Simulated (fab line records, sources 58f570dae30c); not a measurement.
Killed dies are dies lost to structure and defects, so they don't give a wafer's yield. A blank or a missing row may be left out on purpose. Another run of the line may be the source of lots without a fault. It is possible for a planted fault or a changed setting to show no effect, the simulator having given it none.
fab line records	flow berkeleyCmos170	part 1 of 2: steps 1 to 29 of 41
record lots=5	wafers=15	lastDay=12
route steps=331 shown NWELL@22 PWELL@34 WELLDRIVE@55 ACTIVE@60
lots untouched by any fault: they come from a run of this same line in which no faults occurred
startH: hours from the record's first day to the start of the lot's first wafer shown	waitH: how many hours have passed since the lot's step before this one	" identical to the entry in the row above	L1.1+2: one row covering several wafers at once	- no value, or no start was given	* or withheld: withheld	< > ~ a bound
route shown NAME@n: a module of which the file shows steps, and the number in the route of the first	usual: the fault-free wafers' mean and standard deviation	same: alike in all rows	chamber/n: place in a boat	sites: readings site by site	_std_site: how widely they spread, as a standard deviation	_edge_site: the outer-site mean with the inner-site mean subtracted	radiusMm: for every site, how far away it sits from the centre of the wafer	mask NAME#n: copy n	behind: tool/chamber where the wafer was last shaped	hold: why the lot went on hold/how many hours it stayed there/how the hold came to an end	device: transistor that didn't switch, given as n, p or np	end of line: tests of these same wafers at the route's end	a step with no rows: only its recipe	killed: at the first sort, the dies lost to defects and structure; wafer yield is something else	map: per-die view of a wafer (x killed, . not killed, _ where there is no die)
set.NAME: the run value of the setting; set.NAME@STEP: its run value at that earlier step	model.NAME: the simulator's own value behind a step, which no gauge read
lots at some steps of the route; a table a step, a row a wafer
services: when a tool's chamber went out of use (startH, in hours from the record's first day, below 0 if earlier), for how many hours, and the reason
## steps
# step UCB170_NWELL_SOFTBAKE_08
# recipe resist=KrF	tempC=130	timeS=60
# same timeS=60
lot.wafer	tool	chamber	startH	waitH
L075.2+3+4	lithoTrack-04	0	35.58	0.1
L082.1+2+6	lithoTrack-04	0	69.84	0.1
L086.1+3+6	lithoTrack-04	0	98.41	0.1
L088.1+2+4	lithoTrack-03	0	98.41	0.1
L095.1+2+5	lithoTrack-03	0	135.38	0.1
# step UCB170_NWELL_EXPOSE_09
# recipe maskId=NWELL	targetCdNm=3000	na=0.5	sigmaOuter=0.6	sourceShape=conventional	doseMj=25
lot.wafer	tool	chamber	startH	waitH	mask
L075.2+3+4	krfScanner-01	0	35.88	0.3	NWELL#0
L082.1+2+6	krfScanner-02	0	69.99	0.1	NWELL#0
L088.1+2+4	krfScanner-02	0	98.69	0.2	NWELL#0
L086.1+3+6	krfScanner-02	0	98.80	0.4	NWELL#0
L095.1+2+5	krfScanner-02	0	135.77	0.4	NWELL#0
# step UCB170_NWELL_PEB_10
# recipe pebTempC=130	pebTimeS=withheld	resist=KrF
lot.wafer	tool	chamber	startH	waitH
L075.2+3+4	lithoTrack-04	0	36.00	0.1
L082.1+2+6	lithoTrack-01	0	70.10	0.1
L088.1+2+4	lithoTrack-03	0	98.80	0.1
L086.1+3+6	lithoTrack-01	0	98.92	0.1
L095.1+2+5	lithoTrack-03	0	135.89	0.1
# step UCB170_NWELL_DEVELOP_11
# recipe developer=TMAH	developTimeS=45	resist=KrF	devTempC=21
lot.wafer	tool	chamber	startH	waitH
L075.2+3+4	lithoTrack-04	0	-	-
L082.1+2+6	lithoTrack-01	0	-	-
L088.1+2+4	lithoTrack-03	0	-	-
L086.1+3+6	lithoTrack-01	0	-	-
L095.1+2+5	lithoTrack-03	0	-	-
# step UCB170_NWELL_OVL_MEAS_12
# usual NWELL_OVL=-1/5.8
lot.wafer	tool	chamber	startH	waitH	NWELL_OVL[nm]
L075.2	overlay-01	-	36.26	-	6
L075.3	"	-	"	"	1
L075.4	"	-	"	"	-1
L082.1	overlay-01	-	70.38	-	2
L082.2	"	-	"	"	-9
L082.6	"	-	"	"	-1
L088.1	overlay-01	-	99.08	-	-5
L088.2	"	-	"	"	-7
L088.4	"	-	"	"	0
L086.1	overlay-02	-	99.20	-	-9
L086.3	"	-	"	"	-15
L086.6	"	-	"	"	-4
L095.1	overlay-02	-	136.16	-	-4
L095.2	"	-	"	"	-10
L095.5	"	-	"	"	-7
# step UCB170_NWELL_ETCH_13
# recipe chemistry=CH3F/Ar/O2	target=Si3N4	stopOn=SiO2	CH3F_flow_sccm=20	Ar_flow_sccm=50	O2_flow_sccm=7	pressureMtorr=50	rfW=450	targetDepthA=2464	overEtchFrac=0.1	timeS=154
# usual O2_flow_sccm=7.000/0.02	drypumpMotorCurrentA=5.7/0.41	oesProductAu=0.932/0.014	rfFwdPowerW=448.3/1.3	throttleValvePct=8.03/0.12
# same timeS=154
lot.wafer	tool	chamber	startH	waitH	O2_flow_sccm	drypumpMotorCurrentA	oesProductAu	rfFwdPowerW	rfHoursCounterH	throttleValvePct
L075.2	rieDiel-02	0	36.29	0.0	7.042	5.8	0.935	448.0	4	8.12
L075.3	"	1	"	"	6.979	5.0	0.929	448.2	103	8.00
L075.4	"	3	"	"	7.006	5.8	0.916	448.2	75	8.00
L082.1	rieDiel-03	1	70.41	0.0	6.983	5.3	0.910	448.8	11	8.24
L082.2	"	3	"	"	7.029	6.6	0.919	448.5	5	8.11
L082.6	"	0	"	"	7.013	5.4	0.940	448.6	-	7.99
L088.1	rieDiel-03	3	99.12	0.0	7.002	6.6	0.922	449.2	6	8.08
L088.2	"	1	"	"	6.988	5.3	0.912	447.3	12	8.22
L088.4	"	2	"	"	6.986	5.8	0.938	447.4	1	8.10
L086.1	rieDiel-02	0	99.23	0.0	6.997	5.8	0.930	448.1	8	8.10
L086.3	"	2	"	"	7.002	6.1	0.938	448.5	11	8.10
L086.6	"	1	"	"	6.997	5.0	0.934	446.9	-	8.00
L095.1	rieDiel-02	0	136.20	0.0	7.004	5.8	0.936	450.9	9	8.12
L095.2	"	2	"	"	6.997	6.1	0.935	447.7	12	8.09
L095.5	"	3	"	"	7.036	5.8	0.911	449.6	-	8.00
# step UCB170_NWELL_IMPLANT_14
# recipe species=P	doseCm2=1e+13	energyKev=150	tiltDeg=7
# usual beamOnS=10.03/0.21
# same implantIonAmu=31
lot.wafer	tool	chamber	startH	waitH	beamOnS
L075.2	implanter-03	0	36.42	0.1	10.06
L075.3	"	0	"	"	10.06
L075.4	"	0	"	"	10.02
L082.1	implanter-03	0	70.52	0.1	9.94
L082.2	"	0	"	"	9.99
L082.6	"	0	"	"	10.18
L088.1	implanter-01	0	99.22	0.1	9.79
L088.2	"	0	"	"	10.07
L088.4	"	0	"	"	10.09
L086.1	implanter-03	0	99.33	0.1	10.12
L086.3	"	0	"	"	10.17
L086.6	"	0	"	"	10.09
L095.1	implanter-02	0	136.30	0.1	10.30
L095.2	"	0	"	"	10.30
L095.5	"	0	"	"	9.99
# step UCB170_NWELL_STRIP_15
# recipe chemistry=O2	powerW=400	pressureMtorr=3500	platenTempC=withheld	o2FlowSccm=400	overashFraction=0.5
# usual drypumpMotorCurrentA=5.60/0.26	oesProductAu=0.721/0.0043	stripTimeToEndpointS=17.99/0.13
lot.wafer	tool	chamber	startH	waitH	drypumpMotorCurrentA	oesProductAu	rfHoursCounterH	stripTimeToEndpointS
L075.2	plasmaAsher-04	0	36.54	0.1	5.37	0.729	28	18.24
L075.3	"	0	"	"	5.39	0.718	-	18.12
L075.4	"	1	"	"	5.57	0.727	-	18.04
L082.1	plasmaAsher-02	1	70.67	0.1	5.44	0.716	36	18.04
L082.2	"	0	"	"	6.18	0.713	36	18.12
L082.6	"	1	"	"	5.45	0.722	-	18.16
L088.1	plasmaAsher-04	0	99.37	0.1	5.36	0.724	35	17.97
L088.2	"	1	"	"	5.55	0.714	35	17.85
L088.4	"	0	"	"	5.36	0.719	-	17.90
L086.1	plasmaAsher-01	0	99.48	0.1	5.54	0.724	38	18.18
L086.3	"	0	"	"	5.52	0.715	-	18.20
L086.6	"	1	"	"	5.66	0.721	-	18.18
L095.1	plasmaAsher-04	0	136.45	0.1	5.36	0.726	2	18.19
L095.2	"	1	"	"	5.56	0.724	2	18.05
L095.5	"	0	"	"	5.38	0.726	-	18.01
# step UCB170_NWELL_TW_MEAS_16
# usual NWELL_TW=1240/11
lot.wafer	tool	chamber	startH	waitH	NWELL_TW
L075.2	filmMetro-04	-	36.65	0.1	1230
L075.3	"	-	"	"	1227
L075.4	"	-	"	"	1230
L082.1	filmMetro-02	-	70.77	0.1	1248
L082.2	"	-	"	"	1252
L082.6	"	-	"	"	1246
L088.1	filmMetro-02	-	99.47	0.1	1256
L088.2	"	-	"	"	1254
L088.4	"	-	"	"	1250
L086.1	filmMetro-04	-	99.58	0.1	1234
L086.3	"	-	"	"	1233
L086.6	"	-	"	"	1235
L095.1	filmMetro-02	-	136.55	0.1	1256
L095.2	"	-	"	"	1245
L095.5	"	-	"	"	1254
# step UCB170_NWELL_CLEAN_17
# recipe chemistry=SPM	tempC=120	timeS=600
# usual bathGuardTempC=120.0/0.6
# same timeS=600
lot.wafer	tool	chamber	startH	waitH	bathGuardTempC
L075.2	wetBench-04	0	36.88	0.2	118.9
L075.3	"	0	"	"	119.5
L075.4	"	0	"	"	119.1
L082.1	wetBench-02	2	70.83	0.1	119.7
L082.2	"	2	"	"	120.0
L082.6	"	2	"	"	120.3
L088.1	wetBench-02	2	99.53	0.1	119.7
L088.2	"	2	"	"	119.7
L088.4	"	2	"	"	119.8
L086.1	wetBench-03	0	99.64	0.1	120.2
L086.3	"	0	"	"	120.4
L086.6	"	0	"	"	120.2
L095.1	wetBench-02	3	136.61	0.1	119.6
L095.2	"	3	"	"	119.8
L095.5	"	3	"	"	119.5
# step UCB170_NWELL_WET_ETCH_18
# recipe chemistry=H3PO4	target=Si3N4	tempC=160	timeS=14400
# usual bathGuardTempC=160.1/0.61
# same timeS=14400
lot.wafer	tool	chamber	startH	waitH	bathGuardTempC
L075.2	wetBench-04	3	37.23	0.2	159.4
L075.3	"	3	"	"	159.7
L075.4	"	3	"	"	159.6
L082.1	wetBench-04	1	71.00	0.0	159.8
L082.2	"	1	"	"	159.6
L082.6	"	1	"	"	159.7
L088.1	wetBench-04	2	99.70	0.0	161.3
L088.2	"	2	"	"	160.9
L088.4	"	2	"	"	161.2
L086.1	wetBench-03	0	99.82	0.0	160.7
L086.3	"	0	"	"	160.8
L086.6	"	0	"	"	160.9
L095.1	wetBench-02	2	136.79	0.0	159.6
L095.2	"	2	"	"	159.9
L095.5	"	2	"	"	159.7
# step UCB170_NWELL_WET_ETCH_19
# recipe chemistry=BOE	dilution=5:1	target=SiO2	tempC=25	timeS=22
# same timeS=22
lot.wafer	tool	chamber	startH	waitH
L075.2+3+4	wetBench-02	3	41.23	0.0
L082.1+2+6	wetBench-04	0	75.05	0.0
L086.1+3+6	wetBench-02	0	104.16	0.3
L088.1+2+4	wetBench-02	0	104.16	0.1
L095.1+2+5	wetBench-02	2	140.79	0.0
# step UCB170_PWELL_CLEAN_00
# recipe chemistry=SPM	tempC=120	timeS=600
# usual bathGuardTempC=120.2/0.64
# same timeS=600
lot.wafer	tool	chamber	startH	waitH	bathGuardTempC
L075.2	wetBench-03	3	41.25	0.0	119.3
L075.3	"	3	"	"	120.1
L075.4	"	3	"	"	119.8
L082.1	wetBench-04	2	75.27	0.2	120.6
L082.2	"	2	"	"	120.7
L082.6	"	2	"	"	121.0
L086.1	wetBench-03	3	104.18	0.0	119.8
L086.3	"	3	"	"	120.0
L086.6	"	3	"	"	119.5
L088.1	wetBench-03	1	104.18	0.0	119.6
L088.2	"	1	"	"	120.0
L088.4	"	1	"	"	119.6
L095.1	wetBench-04	1	140.91	0.1	119.6
L095.2	"	1	"	"	119.5
L095.5	"	1	"	"	119.5
# step UCB170_PWELL_CLEAN_01
# recipe chemistry=dHF	dilution=25:1	timeS=60
# same timeS=60
lot.wafer	tool	chamber	startH	waitH
L075.2+3+4	wetBench-04	0	41.44	0.0
L082.1+2+6	wetBench-04	2	75.47	0.0
L086.1+3+6	wetBench-03	2	104.35	0.0
L088.1+2+4	wetBench-03	1	104.35	0.0
L095.1+2+5	wetBench-04	1	141.09	0.0
# step UCB170_PWELL_OXIDATION_02
# recipe tempC=1000	ambient=O2	targetThkA=264	oxTimeS=1260
lot.wafer	tool	chamber	startH	waitH
L075.2+3+4	furnace-04	0	44.40	2.9
L082.1+2+6	furnace-02	0	81.06	5.6
L086.1+3+6	furnace-02	0	107.50	3.1
L088.1+2+4	furnace-02	0	107.50	3.1
L095.1+2+5	furnace-04	0	144.33	3.2
# step UCB170_PWELL_THK_MEAS_03
# recipe reads=SiO2_of_PWELL_OXIDATION_02
# usual PWELL_OXIDE_THK=26.3/0.47
lot.wafer	tool	chamber	startH	waitH	PWELL_OXIDE_THK[nm]
L075.2	filmMetro-03	-	45.76	0.0	26.2
L075.3	"	-	"	"	26.0
L075.4	"	-	"	"	26.4
L082.1	filmMetro-03	-	82.41	0.0	25.5
L082.2	"	-	"	"	25.5
L082.6	"	-	"	"	25.8
L086.1	filmMetro-03	-	108.85	0.0	25.9
L086.3	"	-	"	"	26.0
L086.6	"	-	"	"	25.9
L088.1	filmMetro-01	-	108.85	0.0	26.8
L088.2	"	-	"	"	26.4
L088.4	"	-	"	"	26.0
L095.1	filmMetro-04	-	145.68	0.0	26.3
L095.2	"	-	"	"	26.0
L095.5	"	-	"	"	25.6
# step UCB170_PWELL_ANNEAL_04
# recipe tempC=1000	timeS=900	ambient=N2
# same timeS=900
lot.wafer	tool	chamber	startH	waitH
L075.2+3+4	furnace-01	0	50.08	4.3
L082.1+2+6	furnace-01	0	86.24	3.8
L086.1+3+6	furnace-02	0	114.62	5.8
L088.1+2+4	furnace-02	0	114.62	5.8
L095.1+2+5	furnace-02	0	147.62	1.9
# step UCB170_PWELL_CVD_05
# recipe material=Si3N4	targetThkNm=220	tempC=800	precursor=SiH2Cl2/NH3	timeS=3300	pressureMtorr=200	sih2cl2FlowSccm=25	nh3FlowSccm=75
# usual nh3FlowSccm=75.02/0.23
# same timeS=3300
lot.wafer	tool	chamber	startH	waitH	nh3FlowSccm
L075.2	lpcvd-01	1	51.33	0.0	75.14
L075.3	"	1	"	"	75.15
L075.4	"	1	"	"	75.31
L082.1	lpcvd-01	1	88.10	0.6	75.32
L082.2	"	1	"	"	75.10
L082.6	"	1	"	"	75.28
L086.1	lpcvd-02	1	115.87	0.0	75.22
L086.3	"	1	"	"	75.14
L086.6	"	1	"	"	75.11
L088.1	lpcvd-02	0	115.87	0.0	74.95
L088.2	"	0	"	"	75.10
L088.4	"	0	"	"	75.29
L095.1	lpcvd-01	0	148.87	0.0	74.88
L095.2	"	0	"	"	75.12
L095.5	"	0	"	"	74.99
# step UCB170_PWELL_THK_MEAS_06
# recipe reads=Si3N4_of_PWELL_CVD_05
# usual PWELL_NITRIDE_THK=220.5/2
lot.wafer	tool	chamber	startH	waitH	PWELL_NITRIDE_THK[nm]
L075.2	filmMetro-01	-	53.25	0.0	218.0
L075.3	"	-	"	"	218.6
L075.4	"	-	"	"	220.3
L082.1	filmMetro-04	-	90.02	0.0	224.6
L082.2	"	-	"	"	221.8
L082.6	"	-	"	"	223.2
L088.1	filmMetro-01	-	117.79	0.0	218.4
L088.2	"	-	"	"	219.5
L088.4	"	-	"	"	218.2
L086.1	filmMetro-04	-	117.85	0.1	222.2
L086.3	"	-	"	"	223.6
L086.6	"	-	"	"	221.9
L095.1	filmMetro-03	-	151.75	0.0	219.8
L095.2	"	-	"	"	221.8
L095.5	"	-	"	"	221.0
# step UCB170_PWELL_HMDS_07
# recipe primeTimeS=60	primeTempC=100
lot.wafer	tool	chamber	startH	waitH
L075.2+3+4	lithoTrack-02	0	53.33	0.1
L082.1+2+6	lithoTrack-01	0	90.60	0.6
L088.1+2+4	lithoTrack-01	0	117.85	0.1
L086.1+3+6	lithoTrack-04	0	117.91	0.1
L095.1+2+5	lithoTrack-01	0	152.14	0.4
# step UCB170_PWELL_COAT_08
# recipe resist=KrF	spinRpm=1500	resistThkNm=900
# usual spinSpeedRpm=1500.0/0.99
lot.wafer	tool	chamber	startH	waitH	spinSpeedRpm
L075.2	lithoTrack-02	0	53.48	0.1	1498.8
L075.3	"	0	"	"	1501.3
L075.4	"	0	"	"	1498.8
L082.1	lithoTrack-01	0	90.75	0.1	1499.5
L082.2	"	0	"	"	1499.7
L082.6	"	0	"	"	1499.8
L088.1	lithoTrack-01	0	118.00	0.1	1499.3
L088.2	"	0	"	"	1500.2
L088.4	"	0	"	"	1500.5
L086.1	lithoTrack-04	0	118.06	0.1	1499.9
L086.3	"	0	"	"	1499.4
L086.6	"	0	"	"	1500.1
L095.1	lithoTrack-01	0	152.29	0.1	1499.9
L095.2	"	0	"	"	1499.2
L095.5	"	0	"	"	1498.9
# step UCB170_PWELL_SOFTBAKE_09
# recipe resist=KrF	tempC=130	timeS=60
# same timeS=60
lot.wafer	tool	chamber	startH	waitH
L075.2+3+4	lithoTrack-02	0	53.63	0.1
L082.1+2+6	lithoTrack-01	0	90.90	0.1
L088.1+2+4	lithoTrack-01	0	118.15	0.1
L086.1+3+6	lithoTrack-04	0	118.21	0.1
L095.1+2+5	lithoTrack-01	0	152.44	0.1
# step UCB170_PWELL_EXPOSE_10
# recipe maskId=PWELL	targetCdNm=3000	na=0.5	sigmaOuter=0.6	sourceShape=conventional	doseMj=19
lot.wafer	tool	chamber	startH	waitH	mask
L075.2+3+4	krfScanner-01	0	53.77	0.1	PWELL#0
L082.1+2+6	krfScanner-02	0	91.23	0.3	PWELL#0
L088.1+2+4	krfScanner-02	0	118.54	0.4	PWELL#0
L086.1+3+6	krfScanner-02	0	118.66	0.4	PWELL#0
L095.1+2+5	krfScanner-01	0	152.59	0.1	PWELL#0
# step UCB170_PWELL_PEB_11
# recipe pebTempC=130	pebTimeS=withheld	resist=KrF
lot.wafer	tool	chamber	startH	waitH
L075.2+3+4	lithoTrack-02	0	54.23	0.4
L082.1+2+6	lithoTrack-04	0	91.53	0.3
L088.1+2+4	lithoTrack-04	0	118.66	0.1
L086.1+3+6	lithoTrack-04	0	118.93	0.3
L095.1+2+5	lithoTrack-04	0	152.96	0.3
# step UCB170_PWELL_DEVELOP_12
# recipe developer=TMAH	developTimeS=45	resist=KrF	devTempC=21
lot.wafer	tool	chamber	startH	waitH
L075.2+3+4	lithoTrack-02	0	-	-
L082.1+2+6	lithoTrack-04	0	-	-
L088.1+2+4	lithoTrack-04	0	-	-
L086.1+3+6	lithoTrack-04	0	-	-
L095.1+2+5	lithoTrack-04	0	-	-
# step UCB170_PWELL_OVL_MEAS_13
# usual PWELL_OVL=2/5.3
lot.wafer	tool	chamber	startH	waitH	PWELL_OVL[nm]
L075.2	overlay-02	-	54.48	-	-3
L075.3	"	-	"	"	-4
L075.4	"	-	"	"	-5
L082.1	overlay-02	-	91.81	-	1
L082.2	"	-	"	"	0
L082.6	"	-	"	"	0
L088.1	overlay-02	-	118.93	-	2
L088.2	"	-	"	"	-3
L088.4	"	-	"	"	3
L086.1	overlay-01	-	119.21	-	9
L086.3	"	-	"	"	8
L086.6	"	-	"	"	5
L095.1	overlay-02	-	153.24	-	-1
L095.2	"	-	"	"	-4
L095.5	"	-	"	"	-3
# step UCB170_PWELL_ETCH_14
# recipe chemistry=CH3F/Ar/O2	target=Si3N4	stopOn=SiO2	CH3F_flow_sccm=20	Ar_flow_sccm=50	O2_flow_sccm=7	pressureMtorr=50	rfW=450	targetDepthA=2420	overEtchFrac=0.1	timeS=151
# usual O2_flow_sccm=7.002/0.022	drypumpMotorCurrentA=5.68/0.28	oesProductAu=0.944/0.015	rfFwdPowerW=448.4/1.5	throttleValvePct=8.07/0.14
# same timeS=151
lot.wafer	tool	chamber	startH	waitH	O2_flow_sccm	drypumpMotorCurrentA	oesProductAu	rfFwdPowerW	rfHoursCounterH	throttleValvePct
L075.2	rieDiel-01	0	54.51	0.0	7.000	6.02	0.945	447.3	130	8.20
L075.3	"	2	"	"	6.983	5.52	0.943	446.3	112	8.15
L075.4	"	0	"	"	7.014	6.02	0.949	448.0	-	8.21
L082.1	rieDiel-02	2	91.84	0.0	6.970	6.06	0.951	450.2	11	8.11
L082.2	"	1	"	"	6.976	5.03	0.930	449.0	106	8.01
L082.6	"	3	"	"	7.042	5.78	0.931	450.3	-	8.03
L088.1	rieDiel-04	2	118.97	0.0	7.016	5.76	0.949	448.0	89	7.86
L088.2	"	3	"	"	6.993	5.85	0.911	448.1	1	7.86
L088.4	"	0	"	"	6.993	5.41	0.939	447.4	-	8.11
L086.1	rieDiel-01	2	119.24	0.0	7.042	5.52	0.953	447.2	114	8.15
L086.3	"	1	"	"	7.037	5.60	0.979	448.4	31	8.11
L086.6	"	1	"	"	7.051	5.61	0.971	447.3	-	8.09
L095.1	rieDiel-04	0	153.28	0.0	7.007	5.43	0.949	447.9	137	8.14
L095.2	"	3	"	"	7.004	5.84	0.922	449.3	3	7.88
L095.5	"	1	"	"	7.013	5.40	0.939	447.8	-	7.82
# step UCB170_PWELL_IMPLANT_15
# recipe species=B	doseCm2=5e+12	energyKev=60	tiltDeg=7
# usual beamOnS=10.02/0.24
# same implantIonAmu=11
lot.wafer	tool	chamber	startH	waitH	beamOnS
L075.2	implanter-04	0	54.64	0.1	9.82
L075.3	"	0	"	"	10.05
L075.4	"	0	"	"	10.09
L082.1	implanter-04	0	91.95	0.1	9.83
L082.2	"	0	"	"	10.00
L082.6	"	0	"	"	10.38
L088.1	implanter-03	0	119.07	0.1	10.06
L088.2	"	0	"	"	9.68
L088.4	"	0	"	"	9.77
L086.1	implanter-04	0	119.34	0.1	10.30
L086.3	"	0	"	"	10.39
L086.6	"	0	"	"	9.86
L095.1	implanter-03	0	153.38	0.1	10.44
L095.2	"	0	"	"	10.07
L095.5	"	0	"	"	10.07
# step UCB170_PWELL_STRIP_16
# recipe chemistry=O2	powerW=400	pressureMtorr=3500	platenTempC=withheld	o2FlowSccm=400	overashFraction=0.5
# usual drypumpMotorCurrentA=5.7/0.42	oesProductAu=0.721/0.0046	stripTimeToEndpointS=18.07/0.1
lot.wafer	tool	chamber	startH	waitH	drypumpMotorCurrentA	oesProductAu	rfHoursCounterH	stripTimeToEndpointS
L075.2	plasmaAsher-03	0	54.77	0.1	5.3	0.716	25	18.07
L075.3	"	1	"	"	6.4	0.728	-	18.18
L075.4	"	0	"	"	5.3	0.727	-	18.10
L082.1	plasmaAsher-03	0	92.10	0.1	5.3	0.717	29	17.83
L082.2	"	1	"	"	6.4	0.716	29	17.91
L082.6	"	1	"	"	6.4	0.720	-	17.88
L088.1	plasmaAsher-01	0	119.22	0.1	5.5	0.712	39	17.96
L088.2	"	1	"	"	5.7	0.728	39	17.98
L088.4	"	1	"	"	5.7	0.723	-	18.01
L086.1	plasmaAsher-02	0	119.49	0.1	6.2	0.725	42	18.08
L086.3	"	1	"	"	5.5	0.715	-	18.03
L086.6	"	0	"	"	6.2	0.723	-	18.15
L095.1	plasmaAsher-03	1	153.53	0.1	6.4	0.723	36	18.15
L095.2	"	0	"	"	5.3	0.715	36	18.07
L095.5	"	1	"	"	6.4	0.721	-	17.96
